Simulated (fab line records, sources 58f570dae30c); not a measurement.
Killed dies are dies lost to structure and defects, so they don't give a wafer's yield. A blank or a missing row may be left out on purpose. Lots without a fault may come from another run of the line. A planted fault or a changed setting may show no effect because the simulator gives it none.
One fault seen from 2 desks | flow berkeley_cmos170 | each desk has only its own numbers; what lay behind them comes last

THE TOOL OWNER'S DESK: rie_metal-03
The tool's own readings at UCB170_M2_METAL_ETCH_18 (etches Al in Cl2/BCl3, stops on SiO2, target depth 1170 nm, time 195 s): means of the sampled wafers that have a number, for each lot that ran on this tool. A lot is out of limits, marked OUT, if its mean lies more than 4 standard deviations from the usual mean; the brackets give that distance.
Columns: A = drypump_motor_current_A at UCB170_M2_METAL_ETCH_18, usual 5.53 A; B = oes_product_au at UCB170_M2_METAL_ETCH_18, usual 0.859 a.u.; C = rf_fwd_power_W at UCB170_M2_METAL_ETCH_18, usual 597.6 W; D = throttle_valve_pct at UCB170_M2_METAL_ETCH_18, usual 24.49 %
lot  | first seen here | A    | B     | C     | D
L131 | day 8 05:34     | 5.73 | 0.849 | 597.1 | 24.62
L136 | day 8 15:37     | 5.72 | 0.836 | 596.9 | 24.62
L141 | day 9 23:37     | 5.73 | 0.844 | 596.8 | 24.61
L143 | day 10 06:28    | 5.82 | 0.832 | 600.0 | 24.53
L148 | day 10 20:35    | 5.88 | 0.820 | 594.7 | 24.42
This desk's finding: nothing out of limits on any of the 5 lots.

THE METROLOGY DESK
What the gauges read, lot by lot, whatever tool the lot ran on: means of the sampled wafers that have a number. A lot is out of limits, marked OUT, if its mean lies more than 4 standard deviations from the usual mean; the brackets give that distance.
Columns: A = M1_OVL at UCB170_M1_OVL_MEAS_10, usual -1 nm; B = V1_BOW at UCB170_V1_BOW_MEAS_03, usual 19 um; C = cd_nm at UCB170_M2_CD_MEAS_90, usual 699.0 nm
lot  | first seen here | A  | B  | C
L132 | day 7 14:43     | 2  | 15 | 695.5
L131 | day 7 14:59     | -7 | 17 | 701.7
L133 | day 7 15:41     | -6 | 25 | 700.9
L134 | day 7 15:59     | 3  | 23 | 693.1
L136 | day 8 04:23     | 0  | 22 | 702.3
L138 | day 8 11:52     | -1 | 13 | 698.9
L139 | day 9 02:55     | -6 | 21 | 700.5
L141 | day 9 14:14     | -1 | 18 | 700.1
L143 | day 9 20:32     | -6 | 20 | 710.8 (+4.2) OUT
L142 | day 9 20:50     | 0  | 21 | 699.3
L148 | day 10 11:20    | -2 | 23 | 708.9
L152 | day 11 05:53    | 5  | 23 | 696.2
L154 | day 11 08:12    | 2  | 12 | 697.0
L153 | day 11 10:19    | 0  | 22 | 702.2
This desk's finding: out of limits on L143; first on L143, day 10 06:45 (cd_nm at UCB170_M2_CD_MEAS_90). In limits: L132, L131, L133, L134, L136, L138, L139, L141, L142, L148, L152, L154, L153.

PUT TOGETHER
The metrology desk could have raised an alarm at day 10 06:45, on L143.
The tool owner's desk saw nothing out of limits.
The tool owner's desk has L143 on record, within its limits.
Of the lots named, all ran UCB170_M2_METAL_ETCH_18 on rie_metal-03.

WHAT THE SIMULATOR HAD PUT IN
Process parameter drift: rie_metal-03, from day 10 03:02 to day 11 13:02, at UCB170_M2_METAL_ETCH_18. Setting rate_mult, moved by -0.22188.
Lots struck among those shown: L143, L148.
Hours from the fault's start to each desk's first reading out of limits: the metrology desk, 4.
